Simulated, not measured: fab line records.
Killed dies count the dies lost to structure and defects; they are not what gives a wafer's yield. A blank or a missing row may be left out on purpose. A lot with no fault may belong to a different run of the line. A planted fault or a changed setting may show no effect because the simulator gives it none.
Lot-split experiment | flow ritCmos | 5 lots, 23 wafers read, on a route of 202 steps

== THE SPLIT ==
At RIT_ACTIVE_DEVELOP_10 (develop time 50 s), the setting developTimeS was moved away from the recipe's 50 s on 11 of the 23 wafers read, by -4.3% to +11.2%. For the rest of the wafers, this setting stayed at what the recipe calls for.

== FROM THE SPLIT TO THE READING: what the file shows between them, 4 steps ==
- RIT_ACTIVE_CD_MEAS_11: target cd 1400 nm
- RIT_ACTIVE_HARDBAKE_12: time 60 s
- RIT_ACTIVE_ETCH_13: etches Si3N4 in SF6, stops on SiO2, time 210 s, target depth 210 nm
- RIT_ACTIVE_STRIP_14: strips in O2, time 180 s

== THE READING ==
cdNm at RIT_ACTIVE_CD_MEAS_90, given in nm (cd target 1400 nm). Fault-free wafers of this fab line usually give 1399.8 nm, standard deviation 2.2 nm.

wafer  | tool, chamber at the split | developTimeS as run, s | against the recipe | cdNm, nm | against lot-mates on the recipe
L074.3 | lithoTrack-03, 0           | 50                     | recipe             | 1398.3   | -
L074.5 | lithoTrack-03, 0           | 50                     | recipe             | 1400.9   | -
L074.6 | lithoTrack-03, 0           | 50                     | recipe             | 1398.2   | -
L078.1 | lithoTrack-02, 0           | 50                     | recipe             | 1403.2   | -
L078.2 | lithoTrack-02, 0           | 54.25                  | +8.5%              | 1393.2   | -7.6
L078.3 | lithoTrack-02, 0           | 54.25                  | +8.5%              | 1390.5   | -10.3
L078.4 | lithoTrack-02, 0           | 54.25                  | +8.5%              | 1394.2   | -6.6
L078.5 | lithoTrack-02, 0           | 50                     | recipe             | 1398.5   | -
L079.1 | lithoTrack-02, 0           | 51.9                   | +3.8%              | 1398.3   | -1.6
L079.3 | lithoTrack-02, 0           | 51.9                   | +3.8%              | 1395.4   | -4.5
L079.4 | lithoTrack-02, 0           | 50                     | recipe             | 1402.4   | -
L079.5 | lithoTrack-02, 0           | 50                     | recipe             | 1397.4   | -
L079.6 | lithoTrack-02, 0           | 51.9                   | +3.8%              | 1393.4   | -6.5
L083.2 | lithoTrack-01, 0           | 50                     | recipe             | 1396.9   | -
L083.3 | lithoTrack-01, 0           | 47.84                  | -4.3%              | 1402.5   | +4.7
L083.4 | lithoTrack-01, 0           | 50                     | recipe             | 1398.8   | -
L083.5 | lithoTrack-01, 0           | 47.84                  | -4.3%              | 1401.8   | +4.0
L083.6 | lithoTrack-01, 0           | 47.84                  | -4.3%              | 1402.9   | +5.1
L085.2 | lithoTrack-02, 0           | 50                     | recipe             | 1398.3   | -
L085.3 | lithoTrack-02, 0           | 55.58                  | +11.2%             | 1388.9   | -12.0
L085.4 | lithoTrack-02, 0           | 50                     | recipe             | 1404.0   | -
L085.5 | lithoTrack-02, 0           | 55.58                  | +11.2%             | 1394.5   | -6.4
L085.6 | lithoTrack-02, 0           | 50                     | recipe             | 1400.3   | -

THE FIT
A straight line over all 23 wafers: cdNm changes by -0.759 nm for each +1% of developTimeS; r = -0.85; the points scatter about the line by 2.2 nm.
The same after taking each lot's own level away (the mean of its wafers on the recipe; 23 wafers): -0.925 nm for each +1%; r = -0.91; scatter 2 nm.
On that fit, the largest move of developTimeS shifts the reading by 10 nm.
Measured against the standard deviation above, the lots' own levels, which go from 1397.85 to 1400.87 nm, span 1.4 times it.
In other words, the slope is changed by the lot-to-lot level; the two fits disagree.
Check: for one of the wafers moved furthest among these (+11.2%), held out of the fit, the line's prediction against its lot-mates is -9.81 nm. It came out at -12 nm against them.

== ADDITIONAL SPLITS CARRIED BY THESE WAFERS ==
Note: prior to the reading, these wafers also went through further splits. Each is held against what the fit with the lots' levels taken away leaves over:
other split on the same wafers  | wafers away from the commonest value | r with cdNm (lot level and that fit taken away)
RIT_ACTIVE_OXIDATION_01 oxTimeS | 18                                   | -0.09
RIT_ACTIVE_COAT_06 resistThkNm  | 7                                    | +0.59

== THE WHOLE CHAIN: every reading that the file lists as answering this split, in the file's order ==
step                  | what it does                                                        | reading                                                      | change (the file's fit)               | r (the file's)
RIT_ACTIVE_CD_MEAS_11 | target cd 1400 nm                                                   | cdNm                                                         | -0.918 nm for each +1% of the setting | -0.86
RIT_ACTIVE_ETCH_13    | etches Si3N4 in SF6, stops on SiO2, time 210 s, target depth 210 nm | ACTIVE.cdNm (the simulator's own value, which no gauge read) | -0.905 nm for each +1% of the setting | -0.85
RIT_ACTIVE_CD_MEAS_90 | target cd 1400 nm                                                   | cdNm                                                         | -0.903 nm for each +1% of the setting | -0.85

== THE FILE'S OWN FIT ==
cdNm changes by -0.903 nm for each +1% of developTimeS, r = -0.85.
